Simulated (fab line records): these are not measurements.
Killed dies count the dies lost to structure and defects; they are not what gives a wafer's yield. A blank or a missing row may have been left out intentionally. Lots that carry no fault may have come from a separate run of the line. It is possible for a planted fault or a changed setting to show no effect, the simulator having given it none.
Chamber matching ; flow berkeley_cmos170 ; UCB170_GATE_ETCH_14 on rie_diel-01 has 4 sister chambers
The step etches BARC in N2/H2. 14 wafers are shown with their chamber, then 7 later ones without.

## EACH WAFER AND ITS CHAMBER
wafer;chamber;throttle_valve_pct (%);oes_product_au (a.u.)
L136.2;3;13.40;0.984
L136.5;3;13.37;0.986
L136.6;0;13.30;1.012
L137.1;0;13.29;1.013
L137.3;3;13.38;0.999
L137.5;3;13.38;0.981
L138.2;1;13.14;0.996
L138.3;3;13.38;0.989
L138.4;3;13.38;0.983
L143.1;0;13.30;1.014
L143.3;3;13.39;0.997
L143.4;3;13.40;1.000
L156.1;2;13.49;0.970
L156.2;3;13.39;0.974

SIGNATURES (means of the wafers above)
reading;chamber 0;chamber 1;chamber 2;chamber 3;scatter within a chamber
throttle_valve_pct;13.2967;13.1400;13.4900;13.3856;0.00943
oes_product_au;1.01300;0.99600;0.97000;0.98811;0.00799
Rule: a wafer lies at a distance from a chamber equal to the root of the sum of squares, over the readings, of (its reading less the chamber's mean, divided by the reading's scatter). If the next closest chamber is less than 2 further off than the closest, the wafer can't be placed; otherwise it belongs to the closest. The scatter is the square root of a quotient: the sum, over the shown wafers, of each reading's squared deviation from its chamber's mean, divided by wafers minus chambers.

## WAFERS MISSING THEIR CHAMBER
wafer;throttle_valve_pct (%);oes_product_au (a.u.)
L156.5;13.29;1.002
L159.1;13.37;1.002
L159.2;13.30;1.027
L159.3;13.50;0.981
L155.2;13.30;1.013
L155.4;13.50;0.999
L155.6;13.29;1.011

## EACH ONE'S CHAMBER
wafer;from the rows above;in truth
L156.5;0;0
L159.1;3;3
L159.2;0;0
L159.3;2;2
L155.2;0;0
L155.4;2;2
L155.6;0;0
Placed correctly: 7 of 7. Not placeable from these rows: 0. Placed wrongly: 0.
